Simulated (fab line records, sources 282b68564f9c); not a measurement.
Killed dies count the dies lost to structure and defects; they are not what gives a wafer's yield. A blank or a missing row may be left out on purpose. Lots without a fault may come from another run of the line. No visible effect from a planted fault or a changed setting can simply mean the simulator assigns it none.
A lot that was struck, set against a sound lot | flow rit_cmos | 44 steps out of a route of 202
Sound: the wafers L722.2, L722.4, L722.5. Struck: wafers L729.4, L729.5, L729.6. At the end, the cause is stated.
For every step that has rows: the tool of each side, followed by ch and its chambers, followed by its first start. Under that, the readings that differ: sound wafers | struck wafers | difference of the means | sigmas: that difference in standard deviations of wafers without a fault.
alike: readings with means less than 2 such deviations apart, plus words and numbers identical on both sides. not compared: withheld readings, readings lacking a value on some wafer, bounds such as >300 that could conceal the same value, and numbers that have no deviation in the record and whose values overlap.
Wherever a step has rows on one side only, a row that says differs or no value, or a row with sigmas, the two part there. Numbers that have no deviation but don't overlap get no sigmas and don't part them. A reading missing from all wafers of one side parts the sides only when that side holds two or more wafers.

first, 2 steps without rows for these wafers: RIT_PLDD_PEB_04; RIT_PLDD_DEVELOP_05 (develop time 50 s).
RIT_PLDD_OVL_MEAS_06:
  struck on overlay-01, day 4 18:25; sound on overlay-02, day 3 03:35
  reading       | sound        | struck         | difference | sigmas
  PLDD_OVL (nm) | 2.0 -0.3 4.0 | -1.7 -0.5 -3.1 | -3.7       | -2
then, 2 steps without rows for these wafers: RIT_PLDD_HARDBAKE_07 (time 60 s); RIT_PLDD_IMPLANT_08.
RIT_PLDD_STRIP_09: strips in O2, time 180 s.
  sound on plasma_asher-01 ch 0,1, day 3 03:55; struck on plasma_asher-04 ch 0,1, day 4 18:49
  alike: drypump_motor_current_A, o2_flow_sccm
  not compared: rf_hours_counter_h
RIT_PLDD_TW_MEAS_10:
  struck on film_metro-03, day 4 18:57; sound on film_metro-01, day 3 04:06
  reading | sound          | struck         | difference | sigmas
  PLDD_TW | 2328 2313 2331 | 2360 2341 2350 | +26        | +2
then, 4 steps without rows for these wafers: RIT_SPACER_CLEAN_00 (cleans in SC1, time 600 s); RIT_SPACER_CLEAN_01 (cleans in dHF, time 30 s); RIT_SPACER_CLEAN_02 (cleans in SC2, time 600 s); RIT_SPACER_CVD_03 (deposits Si3N4 from SiH2Cl2/NH3, target thk 250 nm, time 3300 s).
RIT_SPACER_THK_MEAS_04:
  struck on film_metro-04, day 4 21:19; sound on film_metro-02, day 3 06:26
  alike: SPACER_NITRIDE_THK
RIT_SPACER_ETCHBACK_05: etches Si3N4 in SF6/CHF3, stops on SiO2, target depth 250 nm, time 240 s.
  sound on rie_diel-04 ch 0,1,3, day 3 06:29; struck on rie_diel-04 ch 0,1,3, day 4 21:20
  reading                                     | sound             | struck            | difference | sigmas
  oes_product_au (a.u.)                       | 0.839 0.849 0.860 | 0.672 0.663 0.658 | -0.185     | -13
  run_length_s (s)                            | 267.8 267.8 269.6 | 365.3 363.6 363.8 | +95.8      | +99 or more
  model.poly-Si_of_GATE_CVD_08.thk_nm (nm)    | 165.8 165.7 165.4 | 139.6 139.3 141.1 | -25.6      |
  model.Si3N4_of_SPACER_CVD_03.thk_nm (nm)    | 195.6 197.7 196.4 | 172.9 174.2 177.2 | -21.8      |
  model.SiO2_of_FOX2_OXIDATION_00.thk_nm (nm) | 181.1 177.8 182.4 | 160.3 163 164     | -18.0      |
  alike: drypump_motor_current_A, throttle_valve_pct
  not compared: rf_hours_counter_h
then, 6 steps without rows for these wafers: RIT_NSD_HMDS_00 (prime time 60 s); RIT_NSD_COAT_01 (resist thk 1000 nm); RIT_NSD_SOFTBAKE_02 (time 60 s); RIT_NSD_EXPOSE_03 (exposes mask M9, target cd 40700 nm); RIT_NSD_PEB_04; RIT_NSD_DEVELOP_05 (develop time 50 s).
RIT_NSD_OVL_MEAS_06:
  struck on overlay-01, day 4 22:29; sound on overlay-02, day 3 07:30
  alike: NSD_OVL
then, 2 steps without rows for these wafers: RIT_NSD_HARDBAKE_07 (time 60 s); RIT_NSD_IMPLANT_08.
RIT_NSD_STRIP_09: strips in O2, time 180 s.
  sound on plasma_asher-01 ch 0,1, day 3 07:50; struck on plasma_asher-02 ch 0,1, day 4 22:52
  alike: drypump_motor_current_A, o2_flow_sccm
  not compared: rf_hours_counter_h
RIT_NSD_TW_MEAS_10:
  struck on film_metro-01, day 4 23:01; sound on film_metro-01, day 3 08:01
  alike: NSD_TW
then, 6 steps without rows for these wafers: RIT_PSD_HMDS_00 (prime time 60 s); RIT_PSD_COAT_01 (resist thk 1000 nm); RIT_PSD_SOFTBAKE_02 (time 60 s); RIT_PSD_EXPOSE_03 (exposes mask M10, target cd 40900 nm); RIT_PSD_PEB_04; RIT_PSD_DEVELOP_05 (develop time 50 s).
RIT_PSD_OVL_MEAS_06:
  struck on overlay-02, day 5 00:20; sound on overlay-01, day 3 08:55
  alike: PSD_OVL
then, 2 steps without rows for these wafers: RIT_PSD_HARDBAKE_07 (time 60 s); RIT_PSD_IMPLANT_08.
RIT_PSD_STRIP_09: strips in O2, time 180 s.
  sound on plasma_asher-01 ch 0,1, day 3 09:15; struck on plasma_asher-01 ch 0,1, day 5 00:45
  alike: drypump_motor_current_A, o2_flow_sccm
  not compared: rf_hours_counter_h
RIT_PSD_TW_MEAS_10:
  struck on film_metro-01, day 5 00:54; sound on film_metro-01, day 3 09:26
  alike: PSD_TW
then, 2 steps without rows for these wafers: RIT_SDANNEAL_CLEAN_00 (cleans in SC1, time 600 s); RIT_SDANNEAL_CLEAN_01 (cleans in dHF, time 30 s).
RIT_SDANNEAL_CLEAN_02: cleans in SC2, time 600 s.
  sound on wet_bench-03 ch 1, day 3 09:40; struck on wet_bench-03 ch 2, day 5 01:07
  reading                                  | sound           | struck            | difference | sigmas
  model.poly-Si_of_GATE_CVD_08.thk_nm (nm) | 161.4 161.4 161 | 135.3 134.9 136.8 | -25.6      |
  alike: bath_guard_temp_C
RIT_SDANNEAL_RTA_03: time 5 s.
  sound on rtp_anneal-02 ch 0, day 3 09:52; struck on rtp_anneal-01 ch 0, day 5 01:20
  alike: wafer_temp_C_max
RIT_SDANNEAL_RS_MEAS_04: measurement is done with a four-point probe.
  struck on film_metro-01, day 5 01:26; sound on film_metro-01, day 3 09:56
  alike: PSD_RS
RIT_SDANNEAL_RS_MEAS_05: measurement is done with a four-point probe.
  struck on film_metro-01, day 5 01:33; sound on film_metro-01, day 3 10:03
  alike: NSD_RS
RIT_SDANNEAL_RS_MEAS_06: measurement is done with a four-point probe.
  struck on film_metro-01, day 5 01:40; sound on film_metro-01, day 3 10:10
  alike: PLDD_RS
RIT_SILICIDE_WET_ETCH_00: etches SiO2 in BOE, target depth 14 nm, time 15 s.
  sound on wet_bench-01 ch 1, day 3 10:23; struck on wet_bench-02 ch 2, day 5 01:51
  reading                                     | sound             | struck            | difference | sigmas
  model.Si3N4_of_SPACER_CVD_03.thk_nm (nm)    | 194.5 196.6 195.2 | 171.8 173 176.1   | -21.8      |
  model.SiO2_of_FOX2_OXIDATION_00.thk_nm (nm) | 152.7 149.4 153.9 | 131.7 134.3 135.4 | -18.2      |
RIT_M1_PROBE_99:
  struck on prober-02, day 5 08:55; sound on prober-01, day 3 17:21
  alike: killed_at_contacts, killed_at_front_end, killed_dies, killed_open, killed_short
  not compared: model.etest.nplus_sal.width_nm, model.etest.pplus_sal.width_nm, model.etest.pldd.width_nm, model.etest.nldd.width_nm, model.etest.pwell_pinched.rs_ohm_sq, model.etest.nwell_pinched.rs_ohm_sq, model.etest.well_edge_left.line_ohm_um, model.etest.well_edge_right.line_ohm_um

== WHERE THEY PART ==
Last at RIT_SPACER_ETCHBACK_05 as far as this record goes, first at RIT_PLDD_OVL_MEAS_06. Later steps at which nothing parts them and some readings are alike: RIT_NSD_OVL_MEAS_06, RIT_NSD_STRIP_09, RIT_NSD_TW_MEAS_10, RIT_PSD_OVL_MEAS_06, RIT_PSD_STRIP_09, RIT_PSD_TW_MEAS_10, RIT_SDANNEAL_CLEAN_02, RIT_SDANNEAL_RTA_03, RIT_SDANNEAL_RS_MEAS_04, RIT_SDANNEAL_RS_MEAS_05, RIT_SDANNEAL_RS_MEAS_06, RIT_M1_PROBE_99.

WHY: the cause the simulator had injected
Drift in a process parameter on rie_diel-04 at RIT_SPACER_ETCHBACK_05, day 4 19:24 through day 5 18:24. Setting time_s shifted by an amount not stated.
